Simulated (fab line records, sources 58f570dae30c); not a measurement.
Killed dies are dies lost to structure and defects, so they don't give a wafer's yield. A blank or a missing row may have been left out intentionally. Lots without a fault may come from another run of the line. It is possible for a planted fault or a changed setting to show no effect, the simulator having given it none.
Which tool did it? / flow berkeley-cmos170 / route of 331 steps, sampled at 1 step: 14 lots, 42 wafers

WHAT EACH GAUGE READ, for each wafer
UCB170_V1_THK_MEAS_01. Usual: V1_TEOS_THK gives 1999 nm (standard deviation 27).
lot=L830; measured=day 7 13:18; on=film-metro-04; V1_TEOS_THK (nm)=1962 1950 1980; flag=
lot=L833; measured=day 7 13:19; on=film-metro-03; V1_TEOS_THK (nm)=2005 2042 2078; flag=
lot=L831; measured=day 7 16:29; on=film-metro-03; V1_TEOS_THK (nm)=1999 2023 2030; flag=
lot=L832; measured=day 7 16:29; on=film-metro-04; V1_TEOS_THK (nm)=1983 2041 2011; flag=
lot=L835; measured=day 8 22:49; on=film-metro-03; V1_TEOS_THK (nm)=1984 1994 1974; flag=
lot=L836; measured=day 8 22:49; on=film-metro-04; V1_TEOS_THK (nm)=1983 1955 2007; flag=
lot=L837; measured=day 9 04:09; on=film-metro-01; V1_TEOS_THK (nm)=1982 2014 2043; flag=
lot=L846; measured=day 10 08:52; on=film-metro-04; V1_TEOS_THK (nm)=1957 1963 2009; flag=
lot=L845; measured=day 10 08:53; on=film-metro-03; V1_TEOS_THK (nm)=1994 2003 2043; flag=
lot=L849; measured=day 10 22:11; on=film-metro-01; V1_TEOS_THK (nm)=1931 1972 1980; flag=
lot=L848; measured=day 10 22:13; on=film-metro-03; V1_TEOS_THK (nm)=2000 2030 2004; flag=
lot=L852; measured=day 11 21:59; on=film-metro-01; V1_TEOS_THK (nm)=1993 2000 2029; flag=
lot=L851; measured=day 11 22:00; on=film-metro-04; V1_TEOS_THK (nm)=1988 1985 2018; flag=
lot=L853; measured=day 12 12:56; on=film-metro-04; V1_TEOS_THK (nm)=1974 2008 2009; flag=

EACH LOT AND THE TOOL THAT RAN IT (in order: tool; ch and the chambers of the sampled wafers; start)
The record shows no process step preceding these readings.

WHAT THE TOOLS THEMSELVES READ (means of the sampled wafers that have a number; where no wafer has one, the mark that the record gives instead)
The record holds no such reading with a usual standard deviation.

THE ANSWER, worked out from the rows above alone
Rule: a lot is off if the mean of its wafers that have a number lies more than 3 standard deviations from the usual mean. A lot without any number at a reading at which 4 lots or more have one is off too. All remaining lots with rows at the step are treated as sound. After the gauges, taken in route order, come the tools' own readings; for these a lot's mean is taken, as printed above. At the first step where some lot is off, the reading lying furthest off is the one used; lots without a number count as furthest.
Nothing can be told from this: no lot is off at any reading shown.

WHAT THE SIMULATOR PUT IN
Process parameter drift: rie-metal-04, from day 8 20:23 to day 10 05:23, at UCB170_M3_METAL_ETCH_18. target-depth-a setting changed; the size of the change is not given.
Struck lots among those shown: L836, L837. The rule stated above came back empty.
